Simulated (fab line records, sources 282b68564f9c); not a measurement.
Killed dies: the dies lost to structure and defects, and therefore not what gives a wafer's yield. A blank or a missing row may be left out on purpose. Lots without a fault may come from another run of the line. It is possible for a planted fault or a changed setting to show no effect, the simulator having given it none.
Which tool did it?	flow ritCmos	13 lots, 39 wafers sampled, at 3 steps of a route of 202

== WHAT THE GAUGES READ, wafer by wafer ==
RIT_ACTIVE_BOW_MEAS_00.
lot	measured	on	INCOMING_BOW (um)
L394	day 1 10:02	filmMetro-02	3 1 -10
L395	day 1 15:00	filmMetro-02	7 -3 3
L397	day 2 01:00	filmMetro-01	-4 2 1
L399	day 2 11:00	filmMetro-03	4 -4 15
L402	day 3 02:00	filmMetro-02	4 14 7
L403	day 3 07:00	filmMetro-03	-2 7 4
L404	day 3 12:01	filmMetro-02	8 8 8
L405	day 3 17:01	filmMetro-03	-3 5 4
L406	day 3 22:00	filmMetro-01	8 -18 -7
L407	day 4 03:01	filmMetro-02	-7 -4 -4
L409	day 4 13:02	filmMetro-03	-1 -12 -8
L410	day 4 18:01	filmMetro-03	-5 -1 -17
L415	day 5 19:01	filmMetro-02	7 -1 5

RIT_PRETRO_OVL_MEAS_06.
lot	measured	on	PRETRO_OVL (nm)
L394	day 2 08:10	overlay-01	0.8 2.4 2.5
L395	day 2 12:40	overlay-01	1.4 0.4 1.4
L397	day 2 21:40	overlay-01	1.2 2.4 1.6
L399	day 3 09:49	overlay-01	1.0 -1.1 -2.4
L402	day 3 22:31	overlay-02	-0.9 -1.3 -1.0
L403	day 4 04:10	overlay-02	-1.2 -1.1 0.3
L404	day 4 08:57	overlay-02	0.2 2.2 1.0
L405	day 4 15:28	overlay-01	0.6 0.4 1.0
L406	day 4 20:26	overlay-02	-1.0 1.3 0.7
L407	day 5 04:07	overlay-02	-0.9 -0.8 -1.0
L410	day 5 16:35	overlay-01	0.7 1.3 0.7
L415	day 6 16:23	overlay-01	2.0 0.6 0.7

== WHICH TOOL RAN EACH LOT (tool, then ch and the chambers of the sampled wafers, then the start) ==
lot	RIT_NWELL_STRIP_09
L394	plasmaAsher-02 ch 0,1, day 1 21:24
L395	plasmaAsher-04 ch 0,1, day 2 02:33
L397	plasmaAsher-02 ch 0,1, day 2 11:49
L399	plasmaAsher-02 ch 0,1, day 2 23:40
L402	plasmaAsher-02 ch 0,1, day 3 12:43
L403	plasmaAsher-03 ch 0,1, day 3 18:23
L404	plasmaAsher-04 ch 0,1, day 3 23:17
L405	plasmaAsher-04 ch 0,1, day 4 04:53
L406	plasmaAsher-04 ch 0,1, day 4 10:14
L407	plasmaAsher-04 ch 0,1, day 4 14:45
L409	plasmaAsher-02 ch 0,1, day 5 01:46
L410	plasmaAsher-04 ch 0,1, day 5 06:35
L415	plasmaAsher-04 ch 0,1, day 6 05:53
- RIT_NWELL_STRIP_09: strips in O2, time 180 s.

== AS READ BY THE TOOLS THEMSELVES (means over the sampled wafers that have a number; for cases with no such wafer, the mark the record gives instead) ==
RIT_NWELL_STRIP_09.
lot	tool	drypumpMotorCurrentA (A)	rfReflPowerW (W)	runLengthS (s)
L394	plasmaAsher-02	5.5	5.3	208.2
L395	plasmaAsher-04	5.6	5.1	208.5
L397	plasmaAsher-02	5.5	5.2	208.1
L399	plasmaAsher-02	5.9	5.3	208.1
L402	plasmaAsher-02	5.5	5.2	208.2
L403	plasmaAsher-03	5.7	7.7	208.5
L404	plasmaAsher-04	5.6	5.1	208.3
L405	plasmaAsher-04	5.6	5.2	208.5
L406	plasmaAsher-04	5.8	5.0	208.3
L407	plasmaAsher-04	5.8	5.0	208.3
L409	plasmaAsher-02	5.5	5.2	72.3
L410	plasmaAsher-04	5.9	5.1	208.2
L415	plasmaAsher-04	5.6	5.1	208.3

== THE ANSWER, worked out from the rows above alone ==
Rule: what is usual is taken from the lots themselves. Put in order of their means at a reading, lots are off if they are a third of the lots or fewer, leave a main group of 4 or more, and stand apart from it by a gap of 3 or more times the standard deviation of the main group's means; of several such gaps the widest counts. If all means in a main group match to the digits the tables above print for the reading, that group is not used. Also off: a lot with no number at a reading for which 4 or more lots have one. All remaining lots with rows at the step are treated as sound. Order of review: gauges by route order, followed by the tools' own readings, for which a lot's mean as printed above is used. The first step at which some lot is off is used, and at that step the reading that is off furthest; a lot without a number counts as furthest.
Off, at RIT_NWELL_STRIP_09 on runLengthS: L409. For the main group the mean is 208.3 s and the standard deviation 0.14.
If a tool, at that step or one of the process steps before it, ran each lot that is off and ran no sound lot following the first of them, it fits. One candidate fits, namely plasmaAsher-02 at RIT_NWELL_STRIP_09. Its last sound lot is L402 (day 3 12:43), its first lot that is off L409 (day 5 01:46): a fault that began between those two fits.
The tool's own readings at RIT_NWELL_STRIP_09 bear it out: on the lots that are off they differ by more than 5 times the standard deviation of the sound lots' means. runLengthS reads 72.3 s there against 208.3 s on the sound lots.

== WHAT THE SIMULATOR HAD PUT IN ==
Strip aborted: plasmaAsher-02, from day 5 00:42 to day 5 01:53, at RIT_NWELL_STRIP_09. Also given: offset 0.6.
Shown lots that were struck: L409. This agrees with what the rule above found.
